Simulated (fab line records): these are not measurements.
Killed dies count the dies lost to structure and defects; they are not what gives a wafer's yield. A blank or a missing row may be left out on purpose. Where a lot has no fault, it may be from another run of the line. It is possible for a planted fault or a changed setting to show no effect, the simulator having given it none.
The tool behind it: which one? || flow ritCmos || 36 wafers from 12 lots sampled at 5 of the route's 202 steps

WHAT EACH GAUGE READ, for each wafer
RIT_ACTIVE_BOW_MEAS_00. Usual: INCOMING_BOW 0 um, standard deviation 5.6.
{"lot": "L273", "measured": "day 1 10:02", "on": "filmMetro-03", "INCOMING_BOW (um)": "2 8 -1", "flag": ""}
{"lot": "L274", "measured": "day 1 15:01", "on": "filmMetro-01", "INCOMING_BOW (um)": "6 3 -6", "flag": ""}
{"lot": "L275", "measured": "day 1 20:00", "on": "filmMetro-03", "INCOMING_BOW (um)": "4 -4 -11", "flag": ""}
{"lot": "L276", "measured": "day 2 01:00", "on": "filmMetro-03", "INCOMING_BOW (um)": "0 0 -4", "flag": ""}
{"lot": "L277", "measured": "day 2 06:00", "on": "filmMetro-03", "INCOMING_BOW (um)": "-3 4 9", "flag": ""}
{"lot": "L282", "measured": "day 3 07:02", "on": "filmMetro-03", "INCOMING_BOW (um)": "-8 3 7", "flag": ""}
{"lot": "L283", "measured": "day 3 12:00", "on": "filmMetro-03", "INCOMING_BOW (um)": "-3 3 3", "flag": ""}
{"lot": "L284", "measured": "day 3 17:01", "on": "filmMetro-01", "INCOMING_BOW (um)": "-6 0 -7", "flag": ""}
{"lot": "L286", "measured": "day 4 03:01", "on": "filmMetro-02", "INCOMING_BOW (um)": "-2 5 6", "flag": ""}
{"lot": "L291", "measured": "day 5 04:00", "on": "filmMetro-01", "INCOMING_BOW (um)": "-1 -8 -5", "flag": ""}
{"lot": "L294", "measured": "day 5 19:00", "on": "filmMetro-01", "INCOMING_BOW (um)": "0 5 7", "flag": ""}
{"lot": "L295", "measured": "day 6 00:00", "on": "filmMetro-02", "INCOMING_BOW (um)": "-5 -9 -3", "flag": ""}

RIT_PWELL_TW_MEAS_10. Usual: PWELL_TW 954, standard deviation 7.6.
{"lot": "L273", "measured": "day 2 01:21", "on": "filmMetro-01", "PWELL_TW": "955 961 960", "flag": ""}
{"lot": "L274", "measured": "day 2 08:36", "on": "filmMetro-04", "PWELL_TW": "958 955 955", "flag": ""}
{"lot": "L275", "measured": "day 2 12:13", "on": "filmMetro-01", "PWELL_TW": "957 953 951", "flag": ""}
{"lot": "L276", "measured": "day 2 15:10", "on": "filmMetro-01", "PWELL_TW": "951 958 950", "flag": ""}
{"lot": "L277", "measured": "day 2 19:49", "on": "filmMetro-04", "PWELL_TW": "965 957 958", "flag": ""}
{"lot": "L282", "measured": "day 4 04:56", "on": "filmMetro-04", "PWELL_TW": "955 953 953", "flag": ""}
{"lot": "L283", "measured": "day 4 04:39", "on": "filmMetro-01", "PWELL_TW": "959 962 965", "flag": ""}
{"lot": "L284", "measured": "day 4 11:32", "on": "filmMetro-01", "PWELL_TW": "963 966 962", "flag": ""}
{"lot": "L286", "measured": "day 4 16:53", "on": "filmMetro-01", "PWELL_TW": "966 962 956", "flag": ""}
{"lot": "L291", "measured": "day 5 19:02", "on": "filmMetro-04", "PWELL_TW": "964 962 955", "flag": ""}
{"lot": "L294", "measured": "day 6 09:14", "on": "filmMetro-04", "PWELL_TW": "955 957 952", "flag": ""}
{"lot": "L295", "measured": "day 6 17:29", "on": "filmMetro-02", "PWELL_TW": "938 942 937", "flag": ""}

RIT_GATE_THK_MEAS_09. Usual: GATE_POLY_THK 249.9 nm, standard deviation 2.2.
{"lot": "L273", "measured": "day 2 15:18", "on": "filmMetro-03", "GATE_POLY_THK (nm)": "252.2 252.1 252.5", "flag": ""}
{"lot": "L274", "measured": "day 2 23:41", "on": "filmMetro-03", "GATE_POLY_THK (nm)": "254.7 253.8 253.0", "flag": ""}
{"lot": "L275", "measured": "day 3 02:53", "on": "filmMetro-02", "GATE_POLY_THK (nm)": "252.6 251.4 251.7", "flag": ""}
{"lot": "L276", "measured": "day 3 04:08", "on": "filmMetro-04", "GATE_POLY_THK (nm)": "249.7 247.2 248.6", "flag": ""}
{"lot": "L277", "measured": "day 3 14:12", "on": "filmMetro-04", "GATE_POLY_THK (nm)": "246.2 246.7 244.0", "flag": ""}
{"lot": "L282", "measured": "day 4 22:34", "on": "filmMetro-04", "GATE_POLY_THK (nm)": "249.3 249.1 249.9", "flag": ""}
{"lot": "L283", "measured": "day 4 19:54", "on": "filmMetro-02", "GATE_POLY_THK (nm)": "249.6 252.3 251.7", "flag": ""}
{"lot": "L284", "measured": "day 5 01:00", "on": "filmMetro-02", "GATE_POLY_THK (nm)": "252.5 251.0 250.3", "flag": ""}
{"lot": "L286", "measured": "day 5 10:35", "on": "filmMetro-02", "GATE_POLY_THK (nm)": "224.9 222.6 223.4", "flag": "OFF"}
{"lot": "L291", "measured": "day 6 11:11", "on": "filmMetro-03", "GATE_POLY_THK (nm)": "249.9 247.5 247.4", "flag": ""}
{"lot": "L294", "measured": "day 7 07:26", "on": "filmMetro-04", "GATE_POLY_THK (nm)": "252.5 250.9 249.8", "flag": ""}
{"lot": "L295", "measured": "day 7 12:09", "on": "filmMetro-02", "GATE_POLY_THK (nm)": "252.3 253.1 252.8", "flag": ""}

EACH LOT AND THE TOOL THAT RAN IT (in order: tool; ch and the chambers of the sampled wafers; start)
{"lot": "L273", "RIT_NRETRO_STRIP_09": "plasmaAsher-04 ch 0,1, day 2 08:32", "RIT_GATE_CVD_08": "lpcvd-02 ch 0, day 2 13:40"}
{"lot": "L274", "RIT_NRETRO_STRIP_09": "plasmaAsher-04 ch 0,1, day 2 15:58", "RIT_GATE_CVD_08": "lpcvd-02 ch 1, day 2 21:15"}
{"lot": "L275", "RIT_NRETRO_STRIP_09": "plasmaAsher-03 ch 0, day 2 20:04", "RIT_GATE_CVD_08": "lpcvd-02 ch 1, day 3 00:27"}
{"lot": "L276", "RIT_NRETRO_STRIP_09": "plasmaAsher-03 ch 0,1, day 2 22:26", "RIT_GATE_CVD_08": "lpcvd-01 ch 0, day 3 02:31"}
{"lot": "L277", "RIT_NRETRO_STRIP_09": "plasmaAsher-01 ch 0,1, day 3 03:26", "RIT_GATE_CVD_08": "lpcvd-02 ch 0, day 3 12:35"}
{"lot": "L282", "RIT_NRETRO_STRIP_09": "plasmaAsher-04 ch 0,1, day 4 12:25", "RIT_GATE_CVD_08": "lpcvd-02 ch 0, day 4 20:55"}
{"lot": "L283", "RIT_NRETRO_STRIP_09": "plasmaAsher-03 ch 0,1, day 4 12:17", "RIT_GATE_CVD_08": "lpcvd-02 ch 0, day 4 18:17"}
{"lot": "L284", "RIT_NRETRO_STRIP_09": "plasmaAsher-01 ch 1, day 4 18:25", "RIT_GATE_CVD_08": "lpcvd-02 ch 0, day 4 23:23"}
{"lot": "L286", "RIT_NRETRO_STRIP_09": "plasmaAsher-01 ch 0,1, day 5 00:52", "RIT_GATE_CVD_08": "lpcvd-01 ch 0, day 5 08:58"}
{"lot": "L291", "RIT_NRETRO_STRIP_09": "plasmaAsher-04 ch 0,1, day 6 01:45", "RIT_GATE_CVD_08": "lpcvd-02 ch 0, day 6 09:35"}
{"lot": "L294", "RIT_NRETRO_STRIP_09": "plasmaAsher-03 ch 0,1, day 6 18:32", "RIT_GATE_CVD_08": "lpcvd-02 ch 1, day 7 05:49"}
{"lot": "L295", "RIT_NRETRO_STRIP_09": "plasmaAsher-04 ch 0,1, day 7 00:19", "RIT_GATE_CVD_08": "lpcvd-02 ch 0, day 7 10:32"}
- RIT_NRETRO_STRIP_09: strips in O2, time 180 s.
- RIT_GATE_CVD_08: deposits poly-Si from SiH4, target thk 250 nm, time 2220 s.

WHAT THE TOOLS THEMSELVES READ (means of the sampled wafers that have a number; where no wafer has one, the mark that the record gives instead)
RIT_NRETRO_STRIP_09. Usual: 5.66 A for drypumpMotorCurrentA, sd 0.27.
{"lot": "L273", "tool": "plasmaAsher-04", "drypumpMotorCurrentA (A)": 5.59, "flag": ""}
{"lot": "L274", "tool": "plasmaAsher-04", "drypumpMotorCurrentA (A)": 5.50, "flag": ""}
{"lot": "L275", "tool": "plasmaAsher-03", "drypumpMotorCurrentA (A)": 6.01, "flag": ""}
{"lot": "L276", "tool": "plasmaAsher-03", "drypumpMotorCurrentA (A)": 5.78, "flag": ""}
{"lot": "L277", "tool": "plasmaAsher-01", "drypumpMotorCurrentA (A)": 5.70, "flag": ""}
{"lot": "L282", "tool": "plasmaAsher-04", "drypumpMotorCurrentA (A)": 5.49, "flag": ""}
{"lot": "L283", "tool": "plasmaAsher-03", "drypumpMotorCurrentA (A)": 5.79, "flag": ""}
{"lot": "L284", "tool": "plasmaAsher-01", "drypumpMotorCurrentA (A)": 5.56, "flag": ""}
{"lot": "L286", "tool": "plasmaAsher-01", "drypumpMotorCurrentA (A)": 5.72, "flag": ""}
{"lot": "L291", "tool": "plasmaAsher-04", "drypumpMotorCurrentA (A)": 5.50, "flag": ""}
{"lot": "L294", "tool": "plasmaAsher-03", "drypumpMotorCurrentA (A)": 5.75, "flag": ""}
{"lot": "L295", "tool": "plasmaAsher-04", "drypumpMotorCurrentA (A)": 5.49, "flag": ""}

RIT_GATE_CVD_08. Usual: pressureMtorr 299.9 mTorr, standard deviation 0.58; zonePowerCentrePct 26.1 %, standard deviation 2.6.
{"lot": "L273", "tool": "lpcvd-02", "pressureMtorr (mTorr)": 299.8, "zonePowerCentrePct (%)": 27.2, "flag": ""}
{"lot": "L274", "tool": "lpcvd-02", "pressureMtorr (mTorr)": 299.6, "zonePowerCentrePct (%)": 29.2, "flag": ""}
{"lot": "L275", "tool": "lpcvd-02", "pressureMtorr (mTorr)": 299.7, "zonePowerCentrePct (%)": 29.1, "flag": ""}
{"lot": "L276", "tool": "lpcvd-01", "pressureMtorr (mTorr)": 300.2, "zonePowerCentrePct (%)": 22.6, "flag": ""}
{"lot": "L277", "tool": "lpcvd-02", "pressureMtorr (mTorr)": 300.0, "zonePowerCentrePct (%)": 26.9, "flag": ""}
{"lot": "L282", "tool": "lpcvd-02", "pressureMtorr (mTorr)": 299.6, "zonePowerCentrePct (%)": 27.2, "flag": ""}
{"lot": "L283", "tool": "lpcvd-02", "pressureMtorr (mTorr)": 299.2, "zonePowerCentrePct (%)": 27.3, "flag": ""}
{"lot": "L284", "tool": "lpcvd-02", "pressureMtorr (mTorr)": 300.4, "zonePowerCentrePct (%)": 27.4, "flag": ""}
{"lot": "L286", "tool": "lpcvd-01", "pressureMtorr (mTorr)": 239.3, "zonePowerCentrePct (%)": 22.6, "flag": "OFF"}
{"lot": "L291", "tool": "lpcvd-02", "pressureMtorr (mTorr)": 300.3, "zonePowerCentrePct (%)": 27.3, "flag": ""}
{"lot": "L294", "tool": "lpcvd-02", "pressureMtorr (mTorr)": 299.6, "zonePowerCentrePct (%)": 29.4, "flag": ""}
{"lot": "L295", "tool": "lpcvd-02", "pressureMtorr (mTorr)": 300.1, "zonePowerCentrePct (%)": 27.4, "flag": ""}

THE ANSWER, worked out from the rows above alone
Rule: lot off if the mean of its wafers having a number is beyond 3 standard deviations from the usual mean. A lot without any number at a reading at which 4 lots or more have one is off too. All remaining lots with rows at the step are treated as sound. First the gauges in route order, then the tools' own readings, where a lot's mean is used as printed above. At the first step where some lot is off, the reading lying furthest off is the one used; lots without a number count as furthest.
Off: L286, at RIT_GATE_THK_MEAS_09 (GATE_POLY_THK).
If a tool, at a process step before that reading, ran all the lots that are off and no sound lot after the first of them, it fits. The gauges at RIT_GATE_THK_MEAS_09 aren't tried: what is off there is off at RIT_GATE_CVD_08 too, on other tools, and a gauge's error can't cause that. Undecided on this evidence; 2 tools fit (plasmaAsher-01 at RIT_NRETRO_STRIP_09, lpcvd-01 at RIT_GATE_CVD_08).

WHAT HAD BEEN PUT IN BY THE SIMULATOR
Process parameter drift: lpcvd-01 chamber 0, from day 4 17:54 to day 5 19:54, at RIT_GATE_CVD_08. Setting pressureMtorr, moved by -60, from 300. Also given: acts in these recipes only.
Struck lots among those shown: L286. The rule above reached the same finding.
